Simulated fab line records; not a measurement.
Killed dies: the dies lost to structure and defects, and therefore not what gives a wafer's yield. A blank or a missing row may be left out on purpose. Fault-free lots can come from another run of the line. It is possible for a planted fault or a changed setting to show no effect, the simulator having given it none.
2 desks looking at one fault ; flow rit cmos ; only its own numbers are on each desk; what lay behind them is given at the end

== METROLOGY DESK ==
Means of the sampled wafers that have a number, per lot and without regard to the tool the lot ran on: this is what the gauges read. The brackets show how far a lot's mean lies from the usual mean; more than 4 standard deviations puts the lot out of limits, marked OUT.
Columns: A = cd nm at RIT_M1_CD_MEAS_90, usual 2598.6 nm
lot;first seen here;A
L126;day 3 14:45;2599.1
L127;day 4 02:43;2599.0
L128;day 4 02:59;2597.5
L129;day 4 12:10;2596.7
L130;day 4 16:54;2595.4
L131;day 4 21:52;2598.9
L135;day 5 17:35;2600.6
L140;day 6 10:50;2595.5
L142;day 7 00:20;2594.9
L144;day 7 05:43;2603.4
L146;day 7 17:30;2595.8
L147;day 8 01:44;2601.5
L149;day 8 12:03;2600.6
This desk found nothing out of limits on any of the 13 lots.

== THE TOOL OWNER'S DESK: rie metal-03 ==
The tool's own readings at RIT_M1_METAL_ETCH_12 (etches Al in Cl2/BCl3, stops on SiO2, time 165 s, target depth 600 nm): means of the sampled wafers that have a number, for each lot that ran on this tool. The brackets show how far a lot's mean lies from the usual mean; more than 4 standard deviations puts the lot out of limits, marked OUT.
Columns: A = bcl3 flow sccm at RIT_M1_METAL_ETCH_12, usual 50.00 sccm; B = drypump motor current A at RIT_M1_METAL_ETCH_12, usual 5.3 A; C = oes product au at RIT_M1_METAL_ETCH_12, usual 0.796 a.u.; D = throttle valve pct at RIT_M1_METAL_ETCH_12, usual 8.28 %
lot;first seen here;A;B;C;D
L127;day 4 02:08;50.06;4.9;0.802;8.22
L130;day 4 16:22;49.96;5.1;0.804;8.27
L140;day 6 10:19;49.82;5.1;0.806;8.28
This desk found nothing out of limits on any of the 3 lots.

== ALL TOGETHER ==
Nothing out of limits was seen by the metrology desk.
The tool owner's desk saw nothing out of limits.

== WHAT THE SIMULATOR HAD PUT IN ==
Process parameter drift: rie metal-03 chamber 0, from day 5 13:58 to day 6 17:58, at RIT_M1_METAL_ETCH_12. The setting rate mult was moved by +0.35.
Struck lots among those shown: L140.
